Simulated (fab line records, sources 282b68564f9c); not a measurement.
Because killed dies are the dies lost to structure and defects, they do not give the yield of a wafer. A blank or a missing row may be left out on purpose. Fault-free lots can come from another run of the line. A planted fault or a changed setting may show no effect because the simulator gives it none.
Struck lot and sound lot, side by side ; flow ritCmos ; 15 out of 202 route steps
Sound: the wafers L761.3, L761.4, L761.5. Struck: wafer L775.6 (left out: L775.3, L775.5 of the same lot, which were not struck); the cause appears at the end.
At each step with rows: each side's tool, then ch and its chambers, then its first start. Under that, the readings that differ: sound wafers ; struck wafers ; difference of the means ; sigmas: that difference in standard deviations of wafers without a fault.
alike: a reading whose means differ by less than 2 such deviations, as well as words and numbers matching on both sides. not compared: withheld readings; readings where some wafer has no value; bounds like >300 that might hide an equal value; numbers whose values overlap and for which the record gives no deviation.
Wherever a step has rows on one side only, a row that says differs or no value, or a row with sigmas, the two part there. When numbers do not overlap yet have no deviation, they are printed without sigmas and do not part them. A reading missing from all wafers of one side parts the sides only when that side holds two or more wafers.

first, 1 step without rows for these wafers: RIT_GATE_CVD_08 (deposits poly-Si from SiH4, target thk 250 nm, time 2220 s).
RIT_GATE_THK_MEAS_09:
  sound on filmMetro-02, day 3 19:28; struck on filmMetro-03, day 6 20:36
  alike: GATE_POLY_THK
then, 6 steps without rows for these wafers: RIT_GATE_HMDS_10 (prime time 60 s); RIT_GATE_COAT_11 (resist thk 850 nm); RIT_GATE_SOFTBAKE_12 (time 60 s); RIT_GATE_EXPOSE_13 (exposes mask M6, target cd 150 nm); RIT_GATE_PEB_14; RIT_GATE_DEVELOP_15 (develop time 50 s).
RIT_GATE_CD_MEAS_16: the cd target is 150 nm.
  sound on cdSem-02, day 3 20:46; struck on cdSem-01, day 6 21:39
  alike: cdNm
RIT_GATE_OVL_MEAS_17:
  sound on overlay-01, day 3 20:51; struck on overlay-02, day 6 21:44
  alike: GATE_OVL
then, 1 step without rows for these wafers: RIT_GATE_HARDBAKE_18 (time 60 s).
RIT_GATE_ETCH_19: etches poly-Si in SF6/CHF3/O2, stops on SiO2, time 165 s, target depth 312.5 nm.
  sound on rieSi-02 ch 0,1,3, day 3 21:02; struck on rieSi-02 ch 3, day 6 21:55
  alike: CHF3_flow_sccm, drypumpMotorCurrentA, oesProductAu, throttleValvePct
  not compared: rfHoursCounterH
RIT_GATE_STRIP_20: strips in O2, time 180 s.
  sound on plasmaAsher-01 ch 0,1, day 3 21:11; struck on plasmaAsher-01 ch 0, day 6 22:05
reading;sound;struck;difference;sigmas
o2FlowSccm (sccm);4010 3990 3986;6015;+2020;+99 or more
  alike: drypumpMotorCurrentA
  not compared: rfHoursCounterH
RIT_GATE_CD_MEAS_90: the cd target is 150 nm.
  sound on cdSem-01, day 3 21:21; struck on cdSem-01, day 6 22:14
  alike: cdNm
RIT_M1_PROBE_99:
  sound on prober-01, day 4 18:38; struck on prober-01, day 7 18:25
  alike: killed_at_M0_to_M3, killedAtContacts, killedAtFrontEnd, killedDies, killedOpen, killedShort

## WHERE THEY PART
Within this record, at RIT_GATE_STRIP_20 only. Later steps at which nothing parts them and some readings are alike: RIT_GATE_CD_MEAS_90, RIT_M1_PROBE_99.

WHY: the cause the simulator had injected
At RIT_GATE_STRIP_20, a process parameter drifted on plasmaAsher-01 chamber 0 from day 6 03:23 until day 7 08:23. Setting o2FlowSccm shifted by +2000 from 4000. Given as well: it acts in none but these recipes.
